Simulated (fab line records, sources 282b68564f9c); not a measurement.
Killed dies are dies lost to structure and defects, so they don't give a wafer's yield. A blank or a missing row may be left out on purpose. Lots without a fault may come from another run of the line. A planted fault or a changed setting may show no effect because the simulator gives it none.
Problem report in the 8D (eight disciplines) form, filled by code | flow rit_cmos | the parts of the form that need people (team, actions taken, sign-off) are left out

1. THE PROBLEM
beam_energy_keV at RIT_NLDD_IMPLANT_08 reads a mean of 21.573 on 6 wafers of 2 lots; wafers without a fault read 19.999 with a standard deviation of 0.0064. That is +99 or more standard deviations from the usual mean.
First seen on wafer L905.1, day 6 02:44, on implanter-03. The record holds 18 wafers of 6 lots with a number at this step. Rule for "out", or "out of limits": more than 4 standard deviations from the usual mean. The other wafers with a number count as sound.

2. WHAT IT IS AND WHAT IT IS NOT
question                    | is                     | is not
which readings at this step | beam_energy_keV        | dose_ions_cm2
which lots                  | L905, L907             | L894, L895, L908, L909
which wafers of those lots  | all that have a number | -
read on which tools         | implanter-03           | implanter-02
when                        | from day 6 02:44       | up to then (6 sound wafers); but 6 sound wafers of L908, L909 came after

3. SUSPECTS, AND WHAT RULES EACH OUT
Counting: a tool at a process step up to the reading stays a suspect if it ran every lot that is out and no sound lot after the first of them.
- implanter-03 at RIT_NLDD_IMPLANT_08: kept. It ran every lot that is out, first L905 (day 6 02:44), and no sound lot after that; its last sound lot up to then is L894 (day 3 19:36). Its own readings are out on those wafers: beam_energy_keV.
Left after counting: implanter-03 at RIT_NLDD_IMPLANT_08.

4. THE CAUSE (what the simulator had put in)
Process parameter drift: implanter-03, from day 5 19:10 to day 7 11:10, at RIT_NLDD_IMPLANT_08. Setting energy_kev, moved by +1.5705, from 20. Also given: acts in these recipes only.
Counting left only this tool.

5. THE CHAIN OF EFFECTS, in route order
Each row: a reading whose mean over the struck wafers that have a number lies more than 3 standard deviations from the usual. Only readings for which the record gives a usual standard deviation are gone through. hours: the time from each lot's start at the first step in this table that gives one to its start at this step, as a median over the lots. sigmas: the change in usual standard deviations.
hours | step                | reading         | usual  | on struck wafers | change | sigmas
0     | RIT_NLDD_IMPLANT_08 | beam_energy_keV | 19.999 | 21.573           | +1.574 | +99 or more
The process steps in it:
- RIT_NLDD_IMPLANT_08
Later measuring or inspecting steps at which every struck wafer that the step has a row for has a number for every such reading, and none has moved that far: RIT_NLDD_TW_MEAS_10, RIT_PLDD_OVL_MEAS_06, RIT_PLDD_TW_MEAS_10, RIT_SPACER_THK_MEAS_04, RIT_NSD_OVL_MEAS_06, RIT_SDANNEAL_RS_MEAS_07.

6. WHAT WOULD HAVE CAUGHT IT SOONER
In this record the first reading out of limits was taken at day 6 02:44, 8 hours after the fault began at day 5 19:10.
